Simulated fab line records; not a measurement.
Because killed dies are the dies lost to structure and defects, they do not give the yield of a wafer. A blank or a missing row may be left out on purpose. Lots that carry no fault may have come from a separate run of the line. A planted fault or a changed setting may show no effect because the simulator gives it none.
8D (eight disciplines) problem report, filled in by code ; flow rit cmos ; the parts of the form that need people (team, actions taken, sign-off) are left out

## 1. THE PROBLEM
Mean of killed at front end at RIT_M1_PROBE_99: 34 across 6 wafers in 3 lots; on wafers with no fault it is 7 (standard deviation 3). That is +9.2 standard deviations from the usual mean.
First seen on wafer L724.4, day 5 12:08, on prober-01. The record holds 24 wafers of 8 lots with a number at this step. By rule, "out" or "out of limits" means more than 4 standard deviations away from the usual mean. The other wafers with a number count as sound.

## 2. WHAT IT IS AND WHAT IT IS NOT
question;is;is not
which readings at this step;killed at front end, killed dies;killed at contacts, killed open, killed short
which lots;L724, L727, L728;L720, L725, L732, L734, L735
which wafers of those lots;L724.4, L724.6, L727.2, L727.3, L727.6, L728.1;L724.2, L728.2, L728.3
read on which tools;prober-01, prober-02;-
when;from day 5 12:08;"up to then (7 sound wafers); but 11 sound wafers of L728, L732, L734, L735 came after"

## 3. WHAT RULES OUT EACH SUSPECT
Counting: if a tool at a process step up to the reading ran every lot that is out, it stays a suspect. Sound lots after the first of them don't rule it out here, since some wafers of a struck lot are sound.
- plasma asher-02 at RIT_NLDD_STRIP_09 (strips in O2, time 180 s): kept. It ran every lot that is out, first L724 (day 4 20:04).
- Within plasma asher-02 at RIT_NLDD_STRIP_09, the wafers that are out were processed in chamber 1 and their sound lot-mates in chamber 0.
Left after counting: plasma asher-02 at RIT_NLDD_STRIP_09.

## 4. THE CAUSE (what the simulator had put in)
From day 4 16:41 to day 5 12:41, plasma asher-02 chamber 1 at RIT_NLDD_STRIP_09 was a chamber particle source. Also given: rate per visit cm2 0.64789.
This tool alone remained once counting was done.

## 5. THE CHAIN OF EFFECTS, in route order
Rows list readings where the struck wafers' mean (over those with a number) sits beyond 3 standard deviations from the usual. Only readings whose record carries a usual standard deviation are examined. hours: median over the lots of the time between each lot's start at the first step of this table that gives one and its start at this step. sigmas: the change, counted in usual standard deviations.
hours;step;reading;usual;on struck wafers;change;sigmas
0;RIT_M1_PROBE_99;killed at front end;7;34;+28;+9.2
0;RIT_M1_PROBE_99;killed dies;7;34;+28;+9.2
Process steps it contains:
- RIT_M1_PROBE_99

## 6. WHAT WOULD HAVE CAUGHT IT SOONER
In this record the first reading out of limits was taken at day 5 12:08, 19 hours after the fault began at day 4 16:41.
Of the tool readings at RIT_NLDD_STRIP_09 for which the record gives a usual standard deviation, none was out on any struck wafer, so an alarm limit of 4 standard deviations on them would not have fired.
The start of RIT_NLDD_STRIP_09 on plasma asher-02 came by day 5 12:08 for every one of the lots that are out (3). Tool hold at that time: it would have spared none of them.
